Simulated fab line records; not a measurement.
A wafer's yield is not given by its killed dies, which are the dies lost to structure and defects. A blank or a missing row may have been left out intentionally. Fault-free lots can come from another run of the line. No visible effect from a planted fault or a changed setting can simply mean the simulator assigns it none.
What tool caused it? -- flow berkeley_cmos170 -- Sampling: 13 lots, 39 wafers, 2 of 331 route steps

WHAT EACH GAUGE READ, for each wafer
UCB170_M1_CD_MEAS_09: the cd target is 700 nm. Usual: cd_nm 700.0 nm, standard deviation 1.4.
lot,measured,on,cd_nm (nm),flag
L563,day 7 17:43,cd_sem-02,699.6 700.0 700.7,
L564,day 8 21:07,cd_sem-01,701.1 701.2 700.3,
L565,day 8 21:23,cd_sem-02,702.2 700.2 701.0,
L567,day 9 18:59,cd_sem-01,700.2 699.4 698.4,
L569,day 9 19:36,cd_sem-01,700.9 701.1 700.4,
L571,day 10 07:44,cd_sem-02,697.6 695.7 698.6,
L574,day 10 20:38,cd_sem-01,699.7 700.3 701.2,
L577,day 11 15:57,cd_sem-02,700.5 699.2 701.5,
L581,day 12 19:46,cd_sem-01,700.9 700.9 700.2,
L585,day 12 20:02,cd_sem-01,699.6 700.7 700.3,
L584,day 12 20:44,cd_sem-01,700.5 699.9 699.1,
L582,day 12 21:01,cd_sem-01,699.8 701.0 701.9,
L586,day 12 21:26,cd_sem-02,699.4 698.8 698.8,

UCB170_M2_RS_MEAS_02: measurement is done with a four-point probe. Usual: for M2_AL_RS the level is 0.0324 ohm/sq and the standard deviation is 0.0004.
lot,measured,on,M2_AL_RS (ohm/sq),flag
L563,day 7 23:20,film_metro-04,0.0321 0.0326 0.0321,
L564,day 9 05:51,film_metro-04,0.0322 0.0324 0.0319,
L565,day 9 06:05,film_metro-03,0.0326 0.0326 0.0327,
L567,day 10 00:01,film_metro-03,0.0325 0.0329 0.0330,
L569,day 10 01:40,film_metro-01,0.0326 0.0328 0.0330,
L571,day 10 12:11,film_metro-03,0.0334 0.0329 0.0326,
L574,day 11 01:54,film_metro-04,0.0325 0.0318 0.0328,
L577,day 11 22:23,film_metro-04,0.0324 0.0325 0.0321,
L581,day 13 00:19,film_metro-01,0.0317 0.0323 0.0322,
L585,day 13 01:46,film_metro-04,0.0322 0.0321 0.0318,
L584,day 13 04:59,film_metro-04,0.0324 0.0326 0.0322,
L582,day 13 05:17,film_metro-04,0.0331 0.0331 0.0329,
L586,day 13 05:37,film_metro-04,0.0329 0.0329 0.0327,

WHICH TOOL RAN EACH LOT (tool, then ch and the chambers of the sampled wafers, then the start)
There is no process step in the record ahead of these readings.

AS READ BY THE TOOLS THEMSELVES (means over the sampled wafers that have a number; for cases with no such wafer, the mark the record gives instead)
The record holds no such reading with a usual standard deviation.

THE ANSWER, worked out from the rows above alone
Rule: a lot counts as off when the mean over its wafers that have a number is more than 3 standard deviations away from the usual mean. Also off: a lot with no number at a reading for which 4 or more lots have one. All remaining lots with rows at the step are treated as sound. First the gauges in route order, then the tools' own readings, where a lot's mean is used as printed above. The first step at which some lot is off is used, and at that step the reading that is off furthest; a lot without a number counts as furthest.
No lot is off at any reading shown: from this, nothing can be told.

WHAT THE SIMULATOR HAD INSERTED
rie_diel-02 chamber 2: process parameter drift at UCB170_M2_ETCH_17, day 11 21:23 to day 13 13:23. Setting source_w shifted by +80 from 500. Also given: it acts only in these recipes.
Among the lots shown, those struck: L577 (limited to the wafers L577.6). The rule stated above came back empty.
